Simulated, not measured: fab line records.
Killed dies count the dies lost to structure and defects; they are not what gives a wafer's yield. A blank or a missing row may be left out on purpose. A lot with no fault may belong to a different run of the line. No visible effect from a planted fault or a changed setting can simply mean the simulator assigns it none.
fab line records	flow rit_cmos
record lots=14	wafers=42	last_day=7
route steps=202 shown ACTIVE@4 NRETRO@62 NLDD@112 M1@202
lots untouched by any fault: they come from a run of this same line in which no faults occurred
start_h: hours from the record's first day to the start of the lot's first wafer shown	wait_h: hours elapsed since this lot's preceding step	" identical to the entry in the row above	L1.1+2: one row covering several wafers at once	- no value, or no start given	* or withheld: withheld	< > ~ a bound
route shown NAME@n: names a module that has steps shown in the file, with the first one's number in the route	usual: mean and standard deviation over wafers with no fault	same: alike in all rows	chamber/n: place in a boat	sites: readings site by site	_std_site: standard deviation of those values	_edge_site: inner sites' mean taken away from outer sites' mean	radius_mm: for every site, how far away it sits from the centre of the wafer	mask NAME#n: copy n	behind: the last tool/chamber to shape the wafer	hold: reason for holding the lot/hours on hold/outcome of the hold	device: the transistor (n, p or np) that didn't switch	end of line: at the end of the route, the tests of the same wafers	a step given without rows: its recipe and nothing more	killed: at the first sort, the dies lost to defects and structure; wafer yield is something else	map: a wafer's dies, marking killed ones x, the rest . and places with no die _
set.NAME: the setting the step ran with; set.NAME@STEP: the setting that earlier step ran with	model.NAME: the simulator's own value behind a step, which no gauge read
a sample of lots followed through the steps of the route, with each step as a table and each wafer as a row
services: the hour from which a tool's chamber was out of use, counted from the record's first day as start_h (under 0 if before that day), plus the number of hours and why
## steps
# step RIT_ACTIVE_CVD_03
# recipe material=Si3N4	target_thk_nm=150	temp_c=810	precursor=SiH2Cl2/NH3	time_s=1500	pressure_mtorr=300	sih2cl2_flow_sccm=60	nh3_flow_sccm=150
# usual nh3_flow_sccm=150.0/0.48	spike_tc_centre_C=813.1/0.99	spike_tc_load_C=834.2/1.7
lot.wafer	tool	chamber	start_h	wait_h	nh3_flow_sccm	spike_tc_centre_C	spike_tc_load_C
L142.1	lpcvd-02	1	19.37	2.1	151.0	813.9	835.7
L142.2	"	1	"	"	149.5	813.3	836.6
L142.5	"	1	"	"	150.3	812.7	836.6
L143.1	lpcvd-01	1	22.11	0.1	149.1	811.9	835.0
L143.3	"	1	"	"	149.6	812.7	833.5
L143.5	"	1	"	"	149.4	813.6	832.5
L144.1	lpcvd-01	1	27.11	0.1	149.9	812.8	834.0
L144.2	"	1	"	"	149.9	812.1	834.8
L144.6	"	1	"	"	150.4	813.4	833.3
L145.2	lpcvd-01	0	32.11	0.0	149.9	813.9	834.5
L145.4	"	0	"	"	149.6	811.7	836.6
L145.5	"	0	"	"	149.8	812.6	837.0
L147.1	lpcvd-02	1	42.11	0.1	150.7	812.8	836.3
L147.2	"	1	"	"	150.1	813.3	834.5
L147.3	"	1	"	"	150.0	814.2	835.8
L148.1	lpcvd-02	0	47.11	0.1	149.6	813.6	831.4
L148.3	"	0	"	"	150.1	812.1	831.5
L148.5	"	0	"	"	149.7	812.8	832.3
L149.1	lpcvd-01	1	52.63	0.6	149.7	811.6	834.1
L149.2	"	1	"	"	149.4	814.1	832.1
L149.3	"	1	"	"	149.4	813.6	831.7
L150.2	lpcvd-01	1	57.58	0.5	150.7	812.1	834.2
L150.3	"	1	"	"	150.6	812.4	835.1
L150.6	"	1	"	"	151.1	811.6	832.8
L151.1	lpcvd-01	0	62.53	0.5	150.2	814.4	833.3
L151.3	"	0	"	"	149.8	813.6	835.8
L151.5	"	0	"	"	149.6	812.1	835.9
L154.2	lpcvd-02	1	77.11	0.0	149.6	813.3	836.5
L154.4	"	1	"	"	150.0	813.0	835.7
L154.5	"	1	"	"	150.7	812.6	835.0
L155.1	lpcvd-01	1	82.11	0.1	149.8	840.0	832.8
L155.2	"	1	"	"	149.8	840.2	833.2
L155.3	"	1	"	"	150.4	841.8	834.1
L157.2	lpcvd-01	0	92.11	0.0	149.7	841.4	832.9
L157.3	"	0	"	"	150.2	842.7	835.6
L157.5	"	0	"	"	149.1	840.1	835.7
L160.2	lpcvd-02	1	107.11	0.0	150.2	811.5	836.0
L160.4	"	1	"	"	150.0	813.1	834.1
L160.5	"	1	"	"	150.0	813.5	835.7
L164.1	lpcvd-02	0	127.20	0.1	150.0	812.5	833.8
L164.5	"	0	"	"	149.3	812.3	830.9
L164.6	"	0	"	"	149.1	813.2	832.2
# step RIT_ACTIVE_THK_MEAS_04
# recipe reads=Si3N4_of_ACTIVE_CVD_03
# usual ACTIVE_NITRIDE_THK=149.7/1.4
lot.wafer	tool	chamber	start_h	wait_h	ACTIVE_NITRIDE_THK[nm]
L142.1	film_metro-01	-	20.79	0.0	147.0
L142.2	"	-	"	"	146.3
L142.5	"	-	"	"	147.0
L143.1	film_metro-02	-	23.53	0.0	149.1
L143.3	"	-	"	"	149.9
L143.5	"	-	"	"	148.5
L144.1	film_metro-04	-	28.53	0.0	149.7
L144.2	"	-	"	"	149.5
L144.6	"	-	"	"	149.8
L145.2	film_metro-01	-	33.54	0.0	148.0
L145.4	"	-	"	"	149.4
L145.5	"	-	"	"	149.3
L147.1	film_metro-01	-	43.53	0.0	149.7
L147.2	"	-	"	"	149.0
L147.3	"	-	"	"	151.2
L148.1	film_metro-04	-	48.53	0.0	147.7
L148.3	"	-	"	"	147.4
L148.5	"	-	"	"	146.8
L149.1	film_metro-04	-	54.04	0.0	148.6
L149.2	"	-	"	"	148.1
L149.3	"	-	"	"	148.0
L150.2	film_metro-04	-	59.00	0.0	151.5
L150.3	"	-	"	"	150.3
L150.6	"	-	"	"	152.2
L151.1	film_metro-02	-	63.94	0.0	149.6
L151.3	"	-	"	"	147.7
L151.5	"	-	"	"	147.9
L154.2	film_metro-04	-	78.54	0.0	148.8
L154.4	"	-	"	"	147.9
L154.5	"	-	"	"	148.2
L155.1	film_metro-01	-	83.53	0.0	189.4
L155.2	"	-	"	"	180.5
L155.3	"	-	"	"	172.1
L157.2	film_metro-01	-	93.54	0.0	180.5
L157.3	"	-	"	"	172.5
L157.5	"	-	"	"	160.6
L160.2	film_metro-02	-	108.54	0.0	149.7
L160.4	"	-	"	"	149.4
L160.5	"	-	"	"	150.5
L164.1	film_metro-04	-	129.32	0.0	149.0
L164.5	"	-	"	"	150.2
L164.6	"	-	"	"	149.6
# step RIT_ACTIVE_CD_MEAS_11
# recipe target_cd_nm=1400
# usual cd_nm=1399.8/2.6
lot.wafer	tool	chamber	start_h	wait_h	cd_nm
L142.1	cd_sem-02	-	21.82	-	1396.8
L142.2	"	-	"	"	1397.6
L142.5	"	-	"	"	1398.6
L143.1	cd_sem-02	-	24.44	-	1400.6
L143.3	"	-	"	"	1402.7
L143.5	"	-	"	"	1402.2
L144.1	cd_sem-02	-	29.56	-	1399.7
L144.2	"	-	"	"	1400.0
L144.6	"	-	"	"	1402.0
L145.2	cd_sem-02	-	34.57	-	1404.0
L145.4	"	-	"	"	1402.1
L145.5	"	-	"	"	1401.0
L147.1	cd_sem-02	-	44.56	-	1396.8
L147.2	"	-	"	"	1396.8
L147.3	"	-	"	"	1398.0
L148.1	cd_sem-02	-	49.60	-	1396.1
L148.3	"	-	"	"	1393.6
L148.5	"	-	"	"	1394.6
L149.1	cd_sem-02	-	55.08	-	1399.5
L149.2	"	-	"	"	1400.6
L149.3	"	-	"	"	1400.9
L150.2	cd_sem-02	-	59.92	-	1396.1
L150.3	"	-	"	"	1398.0
L150.6	"	-	"	"	1397.3
L151.1	cd_sem-02	-	64.85	-	1398.5
L151.3	"	-	"	"	1398.4
L151.5	"	-	"	"	1399.9
L154.2	cd_sem-02	-	79.58	-	1398.9
L154.4	"	-	"	"	1399.6
L154.5	"	-	"	"	1398.0
L155.1	cd_sem-02	-	84.44	-	1399.8
L155.2	"	-	"	"	1400.6
L155.3	"	-	"	"	1401.0
L157.2	cd_sem-01	-	94.57	-	1399.3
L157.3	"	-	"	"	1397.7
L157.5	"	-	"	"	1397.6
L160.2	cd_sem-01	-	109.46	-	1404.0
L160.4	"	-	"	"	1403.7
L160.5	"	-	"	"	1403.0
L164.1	cd_sem-01	-	130.34	-	1397.1
L164.5	"	-	"	"	1398.6
L164.6	"	-	"	"	1398.3
# step RIT_ACTIVE_ETCH_13
# recipe stop_on=SiO2	chemistry=SF6	target=Si3N4	time_s=210	over_etch_frac=0.3667	SF6_flow_sccm=200	pressure_mtorr=260	rf_w=125	target_depth_a=2100
# usual drypump_motor_current_A=5.9/0.38	oes_product_au=0.831/0.017	rf_fwd_power_W=124.7/0.35	throttle_valve_pct=7.51/0.14
lot.wafer	tool	chamber	start_h	wait_h	drypump_motor_current_A	oes_product_au	rf_fwd_power_W	rf_hours_counter_h	throttle_valve_pct
L142.1	rie_diel-01	0	22.09	0.1	6.5	0.805	125.4	2	7.78
L142.2	"	2	"	"	5.6	0.819	125.4	164	7.48
L142.5	"	0	"	"	6.5	0.804	125.2	-	7.76
L143.1	rie_diel-03	3	24.71	0.1	5.5	0.819	124.7	4	7.47
L143.3	"	1	"	"	5.2	0.840	125.0	152	7.52
L143.5	"	3	"	"	5.5	0.811	124.5	-	7.50
L144.1	rie_diel-04	0	29.83	0.1	6.3	0.845	124.4	18	7.40
L144.2	"	1	"	"	6.0	0.816	124.7	98	7.59
L144.6	"	2	"	"	5.9	0.835	124.8	-	7.40
L145.2	rie_diel-01	1	34.82	0.1	5.7	0.807	124.7	5	7.35
L145.4	"	2	"	"	5.6	0.831	124.3	164	7.50
L145.5	"	2	"	"	5.6	0.834	124.3	-	7.49
L147.1	rie_diel-01	2	44.83	0.1	5.6	0.827	124.8	165	7.45
L147.2	"	1	"	"	5.7	0.815	125.0	5	7.35
L147.3	"	0	"	"	6.5	0.811	124.4	3	7.77
L148.1	rie_diel-03	0	49.93	0.1	5.9	0.854	125.4	151	7.51
L148.3	"	3	"	"	5.5	0.818	125.1	5	7.48
L148.5	"	0	"	"	5.9	0.846	124.9	-	7.51
L149.1	rie_diel-03	3	55.35	0.1	5.5	0.804	124.5	5	7.48
L149.2	"	1	"	"	5.2	0.843	124.8	153	7.52
L149.3	"	0	"	"	5.9	0.855	124.1	151	7.51
L150.2	rie_diel-01	3	60.17	0.1	6.1	0.837	124.6	36	7.31
L150.3	"	2	"	"	5.6	0.829	124.3	165	7.47
L150.6	"	3	"	"	6.1	0.845	124.8	-	7.34
L151.1	rie_diel-01	3	65.12	0.1	6.1	0.830	124.3	36	7.30
L151.3	"	2	"	"	5.6	0.820	124.9	165	7.49
L151.5	"	0	"	"	6.5	0.805	124.9	-	7.76
L154.2	rie_diel-04	0	79.83	0.1	6.3	0.846	124.9	19	7.40
L154.4	"	1	"	"	6.0	0.819	125.0	99	7.58
L154.5	"	0	"	"	6.3	0.856	125.1	-	7.39
L155.1	rie_diel-01	1	84.71	0.1	5.7	0.944	124.5	6	7.36
L155.2	"	3	"	"	6.1	0.929	124.5	36	7.30
L155.3	"	0	"	"	6.5	0.876	124.6	3	7.76
L157.2	rie_diel-03	0	94.82	0.1	5.9	0.945	125.2	152	7.52
L157.3	"	3	"	"	5.5	0.892	124.9	6	7.48
L157.5	"	0	"	"	5.9	0.883	125.0	-	7.52
L160.2	rie_diel-04	2	109.71	0.1	5.9	0.841	124.5	122	7.41
L160.4	"	3	"	"	5.3	0.854	124.7	109	7.61
L160.5	"	2	"	"	5.9	0.834	125.0	-	7.39
L164.1	rie_diel-01	0	130.61	0.1	6.5	0.807	124.6	4	7.76
L164.5	"	0	"	"	6.5	0.816	125.1	-	7.77
L164.6	"	3	"	"	6.1	0.838	124.0	-	7.30
# step RIT_NRETRO_STRIP_09
# recipe chemistry=O2	time_s=180	resist=NOVOLAK	platen_temp_c=withheld	power_w=500	pressure_mtorr=4000	o2_flow_sccm=4000
# usual drypump_motor_current_A=5.6/0.38
lot.wafer	tool	chamber	start_h	wait_h	drypump_motor_current_A	rf_hours_counter_h
L142.1	plasma_asher-02	1	36.80	0.1	5.7	24
L142.2	"	0	"	"	5.6	24
L142.5	"	1	"	"	5.7	-
L143.1	plasma_asher-04	0	39.90	0.1	5.0	40
L143.3	"	0	"	"	5.0	-
L143.5	"	1	"	"	6.1	-
L144.1	plasma_asher-03	0	44.50	0.1	5.0	37
L144.2	"	1	"	"	5.9	37
L144.6	"	1	"	"	6.0	-
L145.2	plasma_asher-02	0	49.46	0.1	5.6	25
L145.4	"	1	"	"	5.7	-
L145.5	"	0	"	"	5.6	-
L147.1	plasma_asher-02	0	60.33	0.1	5.6	26
L147.2	"	1	"	"	5.7	26
L147.3	"	1	"	"	5.7	-
L148.1	plasma_asher-04	0	65.40	0.1	4.9	43
L148.3	"	1	"	"	6.1	-
L148.5	"	0	"	"	4.9	-
L149.1	plasma_asher-02	0	70.01	0.1	5.6	27
L149.2	"	1	"	"	5.7	27
L149.3	"	0	"	"	5.6	-
L150.2	plasma_asher-03	0	75.77	0.1	5.0	41
L150.3	"	0	"	"	5.0	-
L150.6	"	0	"	"	5.0	-
L151.1	plasma_asher-02	0	80.47	0.1	5.6	28
L151.3	"	1	"	"	5.7	-
L151.5	"	1	"	"	5.7	-
L154.2	plasma_asher-03	0	94.27	0.1	5.0	43
L154.4	"	0	"	"	5.0	-
L154.5	"	0	"	"	5.0	-
L155.1	plasma_asher-03	0	100.07	0.1	5.0	44
L155.2	"	1	"	"	6.0	44
L155.3	"	0	"	"	5.0	-
L157.2	plasma_asher-02	1	110.85	0.1	5.7	30
L157.3	"	0	"	"	5.6	-
L157.5	"	0	"	"	5.6	-
L160.2	plasma_asher-03	0	128.37	0.1	5.0	1
L160.4	"	0	"	"	5.0	-
L160.5	"	0	"	"	5.0	-
L164.1	plasma_asher-03	0	146.63	0.1	5.0	2
L164.5	"	0	"	"	5.0	-
L164.6	"	1	"	"	5.9	-
# step RIT_NLDD_STRIP_09
# recipe chemistry=O2	time_s=180	resist=NOVOLAK	platen_temp_c=withheld	power_w=500	pressure_mtorr=4000	o2_flow_sccm=4000
# usual drypump_motor_current_A=5.5/0.45
lot.wafer	tool	chamber	start_h	wait_h	drypump_motor_current_A	rf_hours_counter_h
L142.1	plasma_asher-04	1	48.44	0.1	6.1	41
L142.2	"	0	"	"	5.0	41
L142.5	"	0	"	"	5.0	-
L143.1	plasma_asher-04	0	51.23	0.1	5.0	42
L143.3	"	0	"	"	5.0	-
L143.5	"	1	"	"	6.1	-
L144.1	plasma_asher-04	1	55.98	0.1	6.1	42
L144.2	"	0	"	"	5.0	42
L144.6	"	0	"	"	5.0	-
L145.2	plasma_asher-02	0	63.56	0.1	5.6	27
L145.4	"	0	"	"	5.6	-
L145.5	"	0	"	"	5.6	-
L147.1	plasma_asher-02	1	71.79	0.1	5.7	27
L147.2	"	0	"	"	5.6	27
L147.3	"	0	"	"	5.6	-
L148.1	plasma_asher-02	1	76.55	0.1	5.7	28
L148.3	"	1	"	"	5.7	-
L148.5	"	0	"	"	5.6	-
L149.1	plasma_asher-04	1	81.55	0.1	6.1	45
L149.2	"	0	"	"	4.9	45
L149.3	"	1	"	"	6.1	-
L150.2	plasma_asher-01	1	87.58	0.1	6.0	46
L150.3	"	1	"	"	6.0	-
L150.6	"	0	"	"	5.1	-
L151.1	plasma_asher-01	1	92.43	0.1	5.9	47
L151.3	"	1	"	"	5.9	-
L151.5	"	1	"	"	6.0	-
L154.2	plasma_asher-01	0	105.87	0.1	5.1	48
L154.4	"	1	"	"	5.9	-
L154.5	"	1	"	"	6.0	-
L155.1	plasma_asher-01	1	112.67	0.1	5.9	49
L155.2	"	0	"	"	5.1	49
L155.3	"	0	"	"	5.1	-
L157.2	plasma_asher-01	1	128.95	0.1	5.9	50
L157.3	"	1	"	"	6.0	-
L157.5	"	1	"	"	5.9	-
L160.2	plasma_asher-04	1	141.85	0.1	6.1	52
L160.4	"	1	"	"	6.1	-
L160.5	"	1	"	"	6.1	-
L164.1	plasma_asher-02	1	157.71	0.1	5.7	36
L164.5	"	1	"	"	5.7	-
L164.6	"	0	"	"	5.6	-
# step RIT_M1_PROBE_99
# usual killed_at_contacts=0.1/0.24	killed_at_front_end=6.7/2.9	killed_dies=6.8/2.9	killed_open=3.5/1.8	killed_short=3.3/2.1
# same gross_dies=264	killed_at_M0_to_M3=0	killed_at_M4_up=0	killed_at_back_side=0	killed_at_other=0
lot.wafer	tool	chamber	start_h	wait_h	killed_at_contacts	killed_at_front_end	killed_dies	killed_open	killed_short
L142.1	prober-01	-	63.77	0.1	0	12	12	7	5
L142.2	prober-01	-	63.82	0.1	0	5	5	2	3
L142.5	prober-01	-	63.97	0.2	0	8	8	3	5
L143.1	prober-02	-	66.74	0.1	0	4	4	0	4
L143.3	prober-02	-	66.84	0.2	0	10	10	6	3
L143.5	prober-02	-	66.94	0.2	0	5	5	0	4
L144.1	prober-01	-	71.83	0.1	0	3	3	2	1
L144.2	prober-01	-	71.88	0.1	0	4	4	4	0
L144.6	prober-01	-	72.08	0.2	0	2	2	2	0
L145.2	prober-02	-	78.46	0.1	0	4	4	3	1
L145.4	prober-02	-	78.56	0.2	0	8	8	4	4
L145.5	prober-02	-	78.61	0.2	0	9	9	2	7
L147.1	prober-02	-	87.25	0.1	0	4	4	3	1
L147.2	prober-02	-	87.30	0.1	0	11	11	3	8
L147.3	prober-02	-	87.35	0.2	0	4	4	1	3
L148.1	prober-01	-	92.07	0.1	0	8	8	2	6
L148.3	prober-01	-	92.17	0.2	0	12	12	6	6
L148.5	prober-01	-	92.27	0.2	0	3	3	2	1
L149.1	prober-02	-	96.74	0.1	0	4	4	3	1
L149.2	prober-02	-	96.79	0.1	0	7	7	2	5
L149.3	prober-02	-	96.84	0.2	1	11	12	6	6
L150.2	prober-01	-	102.94	0.1	0	5	5	1	4
L150.3	prober-01	-	102.99	0.2	0	5	5	3	2
L150.6	prober-01	-	103.14	0.2	0	5	5	2	3
L151.1	prober-02	-	108.95	0.1	0	2	2	0	2
L151.3	prober-02	-	109.05	0.2	0	8	8	4	4
L151.5	prober-02	-	109.15	0.2	0	8	8	6	2
L154.2	prober-01	-	121.90	0.1	0	3	3	3	0
L154.4	prober-01	-	122.00	0.2	0	8	8	7	1
L154.5	prober-01	-	122.05	0.2	0	9	9	6	3
L155.1	prober-02	-	129.20	0.1	0	4	4	2	2
L155.2	prober-02	-	129.25	0.1	0	9	9	3	6
L155.3	prober-02	-	129.30	0.2	0	5	5	3	2
L157.2	prober-02	-	145.16	0.1	0	4	4	2	2
L157.3	prober-02	-	145.21	0.2	0	10	10	7	3
L157.5	prober-02	-	145.31	0.2	0	5	5	1	4
L160.2	prober-02	-	157.41	0.1	0	2	2	2	0
L160.4	prober-02	-	157.51	0.2	1	14	15	9	6
L160.5	prober-02	-	157.56	0.2	0	4	4	2	2
L164.1	prober-01	-	173.51	0.1	0	8	8	4	4
L164.5	prober-01	-	173.71	0.2	0	4	4	1	3
L164.6	prober-01	-	173.76	0.2	0	4	4	3	1
# killed by level:class
L142.1 GATE:geometric_particle:open=4 GATE:geometric_particle:short=2 SPACER:geometric_particle:short=2 FOX1:geometric_particle:open=1 REOX:geometric_particle:open=1 SPACER:geometric_particle:open=1 SILICIDE:geometric_particle:short=1
L142.2 FOX1:geometric_particle:short=2 GATE:geometric_particle:open=1 REOX:geometric_particle:open=1 GATE:geometric_particle:short=1
L142.5 SPACER:geometric_particle:short=2 SILICIDE:geometric_particle:open=2 FOX1:geometric_particle:short=1 FOX2:geometric_particle:short=1 GATE:geometric_particle:short=1 REOX:geometric_particle:open=1
L143.1 GATE:geometric_particle:short=2 REOX:geometric_particle:short=1 SPACER:geometric_particle:short=1
L143.3 GATE:geometric_particle:open=4 FOX2:geometric_particle:short=1 GATE:geometric_particle:short=1 REOX:geometric_particle:open=1 REOX:geometric_particle:short=1 SILICIDE:geometric_particle:open=1 PWELL:coat_microbubble_printed=1
L143.5 FOX2:geometric_particle:short=2 REOX:geometric_particle:short=1 SILICIDE:geometric_particle:short=1 PWELL:coat_microbubble_printed=1
L144.1 GATE:geometric_particle:open=1 SPACER:geometric_particle:open=1 SILICIDE:geometric_particle:short=1
L144.2 GATE:geometric_particle:open=2 FOX1:geometric_particle:open=1 SILICIDE:geometric_particle:open=1
L144.6 SPACER:geometric_particle:open=1 SILICIDE:geometric_particle:open=1
L145.2 GATE:geometric_particle:open=1 GATE:geometric_particle:short=1 REOX:geometric_particle:open=1 SPACER:geometric_particle:open=1
L145.4 SPACER:geometric_particle:short=3 SPACER:geometric_particle:open=3 GATE:geometric_particle:open=1 GATE:geometric_particle:short=1
L145.5 GATE:geometric_particle:short=2 REOX:geometric_particle:short=2 SPACER:geometric_particle:short=2 FOX1:geometric_particle:open=1 SPACER:geometric_particle:open=1 SILICIDE:geometric_particle:short=1
L147.1 FOX2:geometric_particle:open=1 GATE:geometric_particle:short=1 GATE:geometric_particle:open=1 REOX:geometric_particle:open=1
L147.2 GATE:geometric_particle:short=5 GATE:geometric_particle:open=2 FOX1:geometric_particle:short=1 REOX:geometric_particle:short=1 REOX:geometric_particle:open=1 SILICIDE:geometric_particle:short=1
L147.3 FOX1:geometric_particle:short=1 GATE:geometric_particle:open=1 REOX:geometric_particle:short=1 SILICIDE:geometric_particle:short=1
L148.1 GATE:geometric_particle:short=3 REOX:geometric_particle:open=2 REOX:geometric_particle:short=1 SPACER:geometric_particle:short=1 SILICIDE:geometric_particle:short=1
L148.3 GATE:geometric_particle:short=4 GATE:geometric_particle:open=3 REOX:geometric_particle:open=2 FOX1:geometric_particle:open=1 FOX1:geometric_particle:short=1 SPACER:geometric_particle:short=1
L148.5 REOX:geometric_particle:open=1 SPACER:geometric_particle:short=1 SILICIDE:geometric_particle:open=1
L149.1 GATE:geometric_particle:open=2 FOX1:geometric_particle:open=1 FOX1:geometric_particle:short=1
L149.2 GATE:geometric_particle:short=3 FOX1:geometric_particle:short=1 SPACER:geometric_particle:open=1 SILICIDE:geometric_particle:short=1 SILICIDE:geometric_particle:open=1
L149.3 GATE:geometric_particle:open=3 GATE:geometric_particle:short=3 FOX1:geometric_particle:open=1 FOX1:geometric_particle:short=1 REOX:geometric_particle:open=1 SPACER:geometric_particle:open=1 SILICIDE:geometric_particle:short=1 CONTACT:geometric_particle:short=1
L150.2 GATE:geometric_particle:short=2 FOX1:geometric_particle:short=1 GATE:geometric_particle:open=1 SPACER:geometric_particle:short=1
L150.3 FOX1:geometric_particle:open=1 GATE:geometric_particle:short=1 REOX:geometric_particle:open=1 SPACER:geometric_particle:open=1 SPACER:geometric_particle:short=1
L150.6 GATE:geometric_particle:short=3 REOX:geometric_particle:open=1 SPACER:geometric_particle:open=1
L151.1 REOX:geometric_particle:short=2
L151.3 FOX1:geometric_particle:short=2 GATE:geometric_particle:open=2 SPACER:geometric_particle:short=2 FOX1:geometric_particle:open=1 SPACER:geometric_particle:open=1
L151.5 GATE:geometric_particle:open=3 FOX1:geometric_particle:short=1 FOX1:geometric_particle:open=1 FOX2:geometric_particle:open=1 REOX:geometric_particle:short=1 SPACER:geometric_particle:open=1
L154.2 GATE:geometric_particle:open=2 FOX2:geometric_particle:open=1
L154.4 FOX2:geometric_particle:open=2 REOX:geometric_particle:open=2 SILICIDE:geometric_particle:open=2 GATE:geometric_particle:open=1 REOX:geometric_particle:short=1
L154.5 REOX:geometric_particle:open=2 SILICIDE:geometric_particle:open=2 FOX2:geometric_particle:short=1 GATE:geometric_particle:open=1 REOX:geometric_particle:short=1 SPACER:geometric_particle:open=1 SILICIDE:geometric_particle:short=1
L155.1 GATE:geometric_particle:short=1 GATE:geometric_particle:open=1 REOX:geometric_particle:short=1 SPACER:geometric_particle:open=1
L155.2 REOX:geometric_particle:open=2 SPACER:geometric_particle:short=2 FOX1:geometric_particle:short=1 FOX2:geometric_particle:short=1 GATE:geometric_particle:short=1 REOX:geometric_particle:short=1 SILICIDE:geometric_particle:open=1
L155.3 GATE:geometric_particle:open=2 GATE:geometric_particle:short=1 REOX:geometric_particle:open=1 SPACER:geometric_particle:short=1
L157.2 FOX1:geometric_particle:open=1 GATE:geometric_particle:open=1 GATE:geometric_particle:short=1 REOX:geometric_particle:short=1
L157.3 GATE:geometric_particle:open=3 REOX:geometric_particle:open=3 SPACER:geometric_particle:short=2 GATE:geometric_particle:short=1 SPACER:geometric_particle:open=1
L157.5 GATE:geometric_particle:short=2 GATE:geometric_particle:open=1 REOX:geometric_particle:short=1 SILICIDE:geometric_particle:short=1
L160.2 GATE:geometric_particle:open=2
L160.4 GATE:geometric_particle:short=3 GATE:geometric_particle:open=3 FOX1:geometric_particle:open=2 FOX1:geometric_particle:short=1 FOX2:geometric_particle:short=1 FOX2:geometric_particle:open=1 SPACER:geometric_particle:open=1 SILICIDE:geometric_particle:open=1
L160.5 GATE:geometric_particle:open=2 GATE:geometric_particle:short=2
L164.1 GATE:geometric_particle:open=4 REOX:geometric_particle:short=2 GATE:geometric_particle:short=1 SPACER:geometric_particle:short=1
L164.5 FOX1:geometric_particle:short=1 GATE:geometric_particle:short=1 REOX:geometric_particle:open=1 REOX:geometric_particle:short=1
L164.6 FOX2:geometric_particle:open=1 GATE:geometric_particle:open=1 GATE:geometric_particle:short=1 REOX:geometric_particle:open=1
## services
tool	chamber	start_h	hours	kind
lpcvd-01	-	5.28	14.6	pm
plasma_asher-02	-	6.35	0.8	repair
lpcvd-02	-	48.53	14.6	pm
rie_diel-03	2	54.87	5.5	repair
rie_diel-01	1	59.20	21.4	repair
rie_diel-04	-	62.88	2.8	pm
rie_diel-04	3	70.85	2.9	repair
rie_diel-01	2	80.58	-	clean
rie_diel-01	2	80.58	10.5	scheduled_down
rie_diel-01	2	80.58	10.5	vent_cycle
rie_diel-03	1	82.92	14.0	repair
plasma_asher-02	-	86.70	8.5	repair
plasma_asher-02	-	108.22	1.9	repair
plasma_asher-03	-	108.75	9.0	pm
plasma_asher-03	0	108.75	9.0	vent_cycle
plasma_asher-03	1	108.75	9.0	vent_cycle
plasma_asher-01	-	115.41	1.7	repair
plasma_asher-03	0	117.75	-	clean
rie_diel-03	3	119.29	17.7	repair
plasma_asher-04	-	119.81	1.1	repair
plasma_asher-03	-	129.50	4.1	repair
plasma_asher-03	-	135.38	6.6	repair
rie_diel-03	3	147.50	14.3	repair
rie_diel-04	2	156.44	4.2	repair
## key
first_sign step=RIT_ACTIVE_CVD_03	reading=spike_tc_centre_C	direction=up	sigmas=28	usual=813.1	struck=841.0
effect step=RIT_ACTIVE_THK_MEAS_04	reading=ACTIVE_NITRIDE_THK	direction=up	sigmas=19	usual=149.7	struck=175.9
effect step=RIT_ACTIVE_ETCH_13	reading=oes_product_au	direction=up	sigmas=4.8	usual=0.831	struck=0.912
met_at RIT_ACTIVE_CVD_03
struck_lots L155,L157
tester_left_out L155,L157
not_acting_at RIT_ACTIVE_CD_MEAS_11,RIT_NRETRO_STRIP_09,RIT_NLDD_STRIP_09
onset_between 62.53 82.11
fault kind=process_parameter_drift	tool=lpcvd-01	chamber=-	onset_h=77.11	steps=RIT_ACTIVE_CVD_03	channel=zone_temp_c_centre	offset=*	shape=step	end_h=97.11
# tester_left_out: of these lots the tester's yield and bins aren't shown, on N5 and GAA mostly nor the transistor test; their killed dies are dies lost to structure and defects alone, not to doping, threshold or leakage, so they don't give the yield
